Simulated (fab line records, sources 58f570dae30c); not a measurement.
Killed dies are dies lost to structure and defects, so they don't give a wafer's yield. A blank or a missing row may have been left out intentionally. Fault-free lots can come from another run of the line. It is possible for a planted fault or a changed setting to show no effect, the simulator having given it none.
Which of the tools did it? -- flow berkeley_cmos170 -- Sampling: 7 lots, 21 wafers, 4 of 331 route steps

WHAT THE GAUGES SHOWED, per wafer
UCB170_V2_CD_MEAS_90 targets a cd of 700 nm.
lot,measured,on,cd_nm (nm)
L750,day 8 08:36,cd_sem-02,700.4 699.9 700.5
L756,day 8 20:38,cd_sem-02,700.5 700.3 699.4
L755,day 8 21:59,cd_sem-01,700.4 700.9 701.3
L760,day 9 19:34,cd_sem-01,701.1 701.5 700.7
L763,day 10 13:37,cd_sem-01,699.5 699.9 699.4
L767,day 10 20:48,cd_sem-01,699.7 702.8 700.6
L769,day 11 23:36,cd_sem-02,699.3 699.6 700.6

WHICH TOOL RAN EACH LOT (tool, then ch and the chambers of the sampled wafers, then the start)
lot,UCB170_M2_METAL_ETCH_18,UCB170_M2_STRIP_19,UCB170_V2_STRIP_15
L750,"rie_metal-04 ch 0,1, day 8 05:20","plasma_asher-04 ch 0,1, day 8 05:31","plasma_asher-02 ch 0,1, day 8 08:29"
L756,"rie_metal-03 ch 0,1, day 8 17:12","plasma_asher-01 ch 0,1, day 8 17:23","plasma_asher-01 ch 0,1, day 8 20:31"
L755,"rie_metal-04 ch 0,1, day 8 18:46","plasma_asher-01 ch 0,1, day 8 18:58","plasma_asher-01 ch 0,1, day 8 21:53"
L760,"rie_metal-04 ch 1, day 9 16:32","plasma_asher-01 ch 0,1, day 9 16:44","plasma_asher-01 ch 0,1, day 9 19:28"
L763,"rie_metal-04 ch 0,1, day 10 09:52","plasma_asher-01 ch 0,1, day 10 10:04","plasma_asher-02 ch 0,1, day 10 13:31"
L767,"rie_metal-03 ch 0,1, day 10 17:19","plasma_asher-01 ch 0,1, day 10 17:31","plasma_asher-01 ch 0,1, day 10 20:41"
L769,"rie_metal-02 ch 0,1, day 11 20:05","plasma_asher-02 ch 0,1, day 11 20:16","plasma_asher-03 ch 0,1, day 11 23:30"
- UCB170_M2_METAL_ETCH_18: etches Al in Cl2/BCl3, stops on SiO2, target depth 1170 nm, time 195 s.
- UCB170_M2_STRIP_19: strips in O2.
- UCB170_V2_STRIP_15: strips in O2.

THE ANSWER, worked out from the rows above alone
Rule: what is usual is taken from the lots themselves. Put in order of their means at a reading, lots are off if they are a third of the lots or fewer, leave a main group of 4 or more, and stand apart from it by a gap of 3 or more times the standard deviation of the main group's means; of several such gaps the widest counts. The tables above print the reading to a certain number of digits; a main group whose means all agree to those digits is not used. A lot without any number at a reading at which 4 lots or more have one is off too. Any other lot the step has rows for is counted as sound.
No lot is off at any reading shown: from this, nothing can be told.

WHAT THE SIMULATOR PUT IN
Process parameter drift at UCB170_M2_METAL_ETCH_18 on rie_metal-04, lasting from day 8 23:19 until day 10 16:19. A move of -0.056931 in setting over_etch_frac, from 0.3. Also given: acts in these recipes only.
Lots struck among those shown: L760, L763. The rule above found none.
